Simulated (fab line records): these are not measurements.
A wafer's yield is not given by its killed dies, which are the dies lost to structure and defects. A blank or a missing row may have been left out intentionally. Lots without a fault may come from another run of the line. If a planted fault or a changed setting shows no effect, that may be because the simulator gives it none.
Problem report, 8D (eight disciplines) form, completed by code | flow berkeleyCmos170 | the parts of the form that need people (team, actions taken, sign-off) are left out

== 1. WHAT WENT WRONG ==
Across 6 wafers from 2 lots, PWELL_TW at UCB170_PWELL_TW_MEAS_17 averages 334, while fault-free wafers read 381 with a standard deviation of 3.3. Measured from the usual mean, that is -14 standard deviations.
First seen on wafer L994.1, day 7 03:32, on filmMetro-02. Wafers with a number at this step in the record: 42, from 14 lots. By rule, "out" or "out of limits" means more than 4 standard deviations away from the usual mean. The rest of the wafers with a number are treated as sound.

== 2. WHAT IT IS, AND WHAT IT ISN'T ==
question                    | is                         | is not
which readings at this step | PWELL_TW                   | -
which lots                  | L994, L996                 | L974, L975, L976, L977, L979, L980, L981, L982, L984, L986, L987, L992
which wafers of those lots  | all that have a number     | -
read on which gauges        | filmMetro-01, filmMetro-02 | filmMetro-04
when                        | from day 7 03:32           | up to then (36 sound wafers)

== 3. SUSPECTS, AND WHAT RULES EACH OUT ==
Counting: a tool stays on the suspect list if, at a process step up to the reading, it processed all lots that are out and no sound lot following the first of them.
- the gauge at UCB170_PWELL_TW_MEAS_17: ruled out. Those wafers that are out were read across 2 gauges (filmMetro-01, filmMetro-02).
- implanter-04 at UCB170_PWELL_IMPLANT_15: kept. Every lot that is out went through it, starting with L994 (day 7 03:17), and after that it ran no sound lot; the last sound lot it ran before then is L984 (day 5 09:25). Its own doseIonsCm2, faradayCurrentUA readings are out on those wafers.
Left after counting: implanter-04 at UCB170_PWELL_IMPLANT_15.

== 4. THE CAUSE (what the simulator had put in) ==
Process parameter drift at UCB170_PWELL_IMPLANT_15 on implanter-04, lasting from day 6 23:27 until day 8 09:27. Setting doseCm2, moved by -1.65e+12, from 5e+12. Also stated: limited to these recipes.
The count eliminated every tool but this one.

== 5. THE EFFECT CHAIN, in route order ==
One row per reading whose mean, taken over the struck wafers that have a number, lies over 3 standard deviations from the usual. Readings are gone through only where the record gives a usual standard deviation; hours: the median, over the lots, of the time from a lot's start at the first step in this table giving one to that lot's start at this step; sigmas: the change measured in usual standard deviations.
hours | step                    | reading          | usual     | on struck wafers | change     | sigmas
0     | UCB170_PWELL_IMPLANT_15 | doseIonsCm2      | 4.999e+12 | 3.348e+12        | -1.651e+12 | -99 or more
0     | UCB170_PWELL_IMPLANT_15 | faradayCurrentUA | 15.8      | 10.6             | -5.2       | -16
0     | UCB170_PWELL_TW_MEAS_17 | PWELL_TW         | 381       | 334              | -47        | -14
Here are the process steps it includes:
- UCB170_PWELL_IMPLANT_15
Later measuring or inspecting steps at which every struck wafer that the step has a row for has a number for every such reading, and none has moved that far: UCB170_NVT_TW_MEAS_09.

== 6. WHAT WOULD HAVE CAUGHT IT SOONER ==
4 hours passed between the start of the fault at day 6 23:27 and the first reading out of limits at a measuring or inspecting step in this record, taken at day 7 03:32.
The tool's own readings at UCB170_PWELL_IMPLANT_15 were out on every struck wafer that the step has a row for (doseIonsCm2, faradayCurrentUA): an alarm limit on them would have fired on the first of those.
Of the lots that are out (2), L996 began UCB170_PWELL_IMPLANT_15 on implanter-04 after day 7 03:32. Putting the tool on hold at that point would have spared it.
